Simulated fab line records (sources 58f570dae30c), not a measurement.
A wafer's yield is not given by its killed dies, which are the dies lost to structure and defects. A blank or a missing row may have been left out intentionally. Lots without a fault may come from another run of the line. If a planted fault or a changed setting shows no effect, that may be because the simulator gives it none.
Commonality check across tools -- flow berkeley cmos170 -- Sampled: 14 lots, 42 wafers

== WHY THIS WAS OPENED ==
Of 14 lots, 2 have the reading PVT_TW flagged at UCB170_PVT_TW_MEAS_09. No-fault wafers: 503, standard deviation 3.4.
Rule: flag the lot when none of its wafers has a number, or when each of its wafers that has one lies beyond 4 standard deviations from that mean. The other lots count as sound.

lot,measured,on,"PVT_TW, wafer by wafer",flag
L565,day 6 11:09,film metro-01,497 497 499,
L568,day 6 19:13,film metro-01,501 499 501,
L567,day 6 19:19,film metro-04,507 507 510,
L566,day 6 19:30,film metro-03,503 502 503,
L571,day 7 11:47,film metro-04,470 472 469,FLAGGED
L570,day 7 12:35,film metro-01,464 464 465,FLAGGED
L579,day 9 10:29,film metro-01,500 504 505,
L578,day 9 10:47,film metro-01,506 506 505,
L582,day 10 01:30,film metro-03,502 502 502,
L583,day 10 01:43,film metro-01,502 498 500,
L584,day 10 13:10,film metro-01,501 500 500,
L585,day 10 13:27,film metro-03,501 501 503,
L587,day 10 20:10,film metro-01,502 501 501,
L588,day 11 14:50,film metro-04,511 509 508,
Average over the flagged lots: 467; offset from the usual -36, equal to -10 standard deviations.

== TOOL THAT RAN EACH LOT ==
The record holds 3 process steps before the reading, out of a route of 331 steps. Every cell lists first the tool, next ch and the chambers used by the sampled wafers, and last the start.
lot,flag,UCB170_PWELL_ETCH_14,UCB170_PWELL_STRIP_16,UCB170_PVT_IMPLANT_07
L565,,"rie diel-02 ch 0,2,3, day 3 07:54","plasma asher-02 ch 0, day 3 08:09","implanter-01 ch 0, day 6 10:55"
L568,,"rie diel-01 ch 2,3, day 3 19:35","plasma asher-02 ch 0,1, day 3 19:50","implanter-01 ch 0, day 6 18:59"
L567,,"rie diel-02 ch 1,2,3, day 3 19:21","plasma asher-02 ch 0,1, day 3 19:37","implanter-04 ch 0, day 6 19:05"
L566,,"rie diel-03 ch 0,2,3, day 3 19:18","plasma asher-01 ch 0,1, day 3 19:35","implanter-01 ch 0, day 6 19:17"
L571,FLAGGED,"rie diel-02 ch 1,2, day 4 12:42","plasma asher-01 ch 0,1, day 4 12:59","implanter-01 ch 0, day 7 11:34"
L570,FLAGGED,"rie diel-01 ch 1,2,3, day 4 05:49","plasma asher-03 ch 1, day 4 06:04","implanter-01 ch 0, day 7 12:20"
L579,,"rie diel-01 ch 0,2,3, day 6 05:36","plasma asher-03 ch 0,1, day 6 05:51","implanter-04 ch 0, day 9 10:14"
L578,,"rie diel-02 ch 0,1,3, day 6 05:32","plasma asher-01 ch 0,1, day 6 05:50","implanter-02 ch 0, day 9 10:34"
L582,,"rie diel-02 ch 0,1,3, day 7 01:32","plasma asher-01 ch 0,1, day 7 01:47","implanter-02 ch 0, day 10 01:15"
L583,,"rie diel-03 ch 1,2, day 7 01:40","plasma asher-02 ch 0,1, day 7 01:55","implanter-04 ch 0, day 10 01:28"
L584,,"rie diel-03 ch 2,3, day 7 11:47","plasma asher-01 ch 0,1, day 7 12:02","implanter-01 ch 0, day 10 12:56"
L585,,"rie diel-01 ch 0,1,2, day 7 12:04","plasma asher-01 ch 0,1, day 7 12:21","implanter-04 ch 0, day 10 13:14"
L587,,"rie diel-03 ch 0,2, day 7 21:16","plasma asher-01 ch 0,1, day 7 21:31","implanter-04 ch 0, day 10 19:55"
L588,,"rie diel-01 ch 0,1,3, day 8 08:35","plasma asher-01 ch 0,1, day 8 08:50","implanter-02 ch 0, day 11 14:35"
What the steps here do:
- UCB170_PWELL_ETCH_14: etches Si3N4 in CH3F/Ar/O2, stops on SiO2, target depth 242 nm, time 151 s.
- UCB170_PWELL_STRIP_16: strips in O2.
- UCB170_PVT_IMPLANT_07
- UCB170_PVT_TW_MEAS_09

== FLAGGED AGAINST TOTAL, ONE TOOL AT A TIME (gauges that did the reading follow at the end) ==
step,tool,lots run,flagged,share of the flagged lots,sound lots run after its first flagged lot
UCB170_PWELL_ETCH_14,rie diel-01,5,1,some,"3 (L579,L585,L588)"
UCB170_PWELL_ETCH_14,rie diel-02,5,1,some,"2 (L578,L582)"
UCB170_PWELL_ETCH_14,rie diel-03,4,0,none,-
UCB170_PWELL_STRIP_16,plasma asher-01,8,1,some,"6 (L578,L582,L584,L585,L587,L588)"
UCB170_PWELL_STRIP_16,plasma asher-02,4,0,none,-
UCB170_PWELL_STRIP_16,plasma asher-03,2,1,some,1 (L579)
UCB170_PVT_IMPLANT_07,implanter-01,6,2,all,1 (L584)
UCB170_PVT_IMPLANT_07,implanter-02,3,0,none,-
UCB170_PVT_IMPLANT_07,implanter-04,5,0,none,-
UCB170_PVT_TW_MEAS_09,film metro-01,8,1,some,"5 (L579,L578,L583,L584,L587)"
UCB170_PVT_TW_MEAS_09,film metro-03,3,0,none,-
UCB170_PVT_TW_MEAS_09,film metro-04,3,1,some,1 (L588)

== WHAT THE TABLE PERMITS ==
1 row of the table ran every flagged lot: implanter-01 at UCB170_PVT_IMPLANT_07.
- implanter-01 at UCB170_PVT_IMPLANT_07 ran 6 lots, 2 of them flagged. Sound lots followed the first flagged one (L584) on it, something a lasting fault affecting the whole tool could not allow. Its own readings (dose ions cm2, faraday current uA) fall more than 4 standard deviations out on all wafers of the flagged lots.
No row of the table ran every flagged lot and no sound lot after the first.

== WHAT THE SIMULATOR HAD INSERTED ==
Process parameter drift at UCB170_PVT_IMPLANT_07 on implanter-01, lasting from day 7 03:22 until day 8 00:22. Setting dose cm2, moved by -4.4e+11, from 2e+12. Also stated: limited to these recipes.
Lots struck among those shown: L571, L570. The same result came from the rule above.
